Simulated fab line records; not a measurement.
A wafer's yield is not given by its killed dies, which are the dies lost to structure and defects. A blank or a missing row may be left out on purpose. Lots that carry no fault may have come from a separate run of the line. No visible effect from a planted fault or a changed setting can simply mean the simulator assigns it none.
Lot-split experiment ; flow berkeleyCmos170 ; 5 lots, 23 wafers read, on a route of 331 steps

SPLIT DETAILS
At UCB170_NWELL_CVD_04 (deposits Si3N4 from SiH2Cl2/NH3, target thk 224 nm, time 3360 s), the setting sih2cl2FlowSccm was moved away from the recipe's 25 sccm on 10 of the 23 wafers read, by -6.5% to +9.6%. All remaining wafers had this setting at the recipe value.

The split's own step is where the reading is taken.

THE READING
Si3N4_of_NWELL_CVD_04.thkNm (the simulator's own value, which no gauge read), in nm, at UCB170_NWELL_CVD_04 (deposits Si3N4 from SiH2Cl2/NH3, target thk 224 nm, time 3360 s). The file does not state a usual value for it. Here, 13 wafers ran the recipe; their average is 222.6 nm with a standard deviation of 1.5 nm.

wafer;tool, chamber at the split;sih2cl2FlowSccm as run, sccm;against the recipe;Si3N4_of_NWELL_CVD_04.thkNm, nm;against lot-mates on the recipe
L077.1;-, -;23.37;-6.5%;220.5;no lot-mate on the recipe
L077.2;-, -;23.37;-6.5%;222.1;no lot-mate on the recipe
L077.3;-, -;23.37;-6.5%;221;no lot-mate on the recipe
L077.5;-, -;23.37;-6.5%;221.2;no lot-mate on the recipe
L077.6;-, -;23.37;-6.5%;222.6;no lot-mate on the recipe
L078.1;lpcvd-02, 1;25;recipe;220.7;-
L078.4;lpcvd-02, 1;25;recipe;221.1;-
L078.5;lpcvd-02, 1;25;recipe;220.2;-
L081.1;-, -;27.4;+9.6%;228.4;no lot-mate on the recipe
L081.2;-, -;27.4;+9.6%;229.2;no lot-mate on the recipe
L081.3;-, -;27.4;+9.6%;229.8;no lot-mate on the recipe
L081.4;-, -;27.4;+9.6%;229.5;no lot-mate on the recipe
L081.6;-, -;27.4;+9.6%;229.5;no lot-mate on the recipe
L082.1;-, -;25;recipe;225;-
L082.2;-, -;25;recipe;222.3;-
L082.3;-, -;25;recipe;224.4;-
L082.5;-, -;25;recipe;224.1;-
L082.6;-, -;25;recipe;223.9;-
L085.1;-, -;25;recipe;223.4;-
L085.4;-, -;25;recipe;223.4;-
L085.2;-, -;25;recipe;221.7;-
L085.3;-, -;25;recipe;222.8;-
L085.5;-, -;25;recipe;221;-

THE FIT
A straight line over all 23 wafers: Si3N4_of_NWELL_CVD_04.thkNm changes by +0.51 nm for each +1% of sih2cl2FlowSccm; r = +0.87; the points scatter about the line by 1.6 nm.
Too few moved wafers have a lot-mate on the recipe to fit a line with each lot's own level taken away.

THE FILE'S OWN FIT
Si3N4_of_NWELL_CVD_04.thkNm changes by +0.512 nm for each +1% of sih2cl2FlowSccm, r = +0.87.
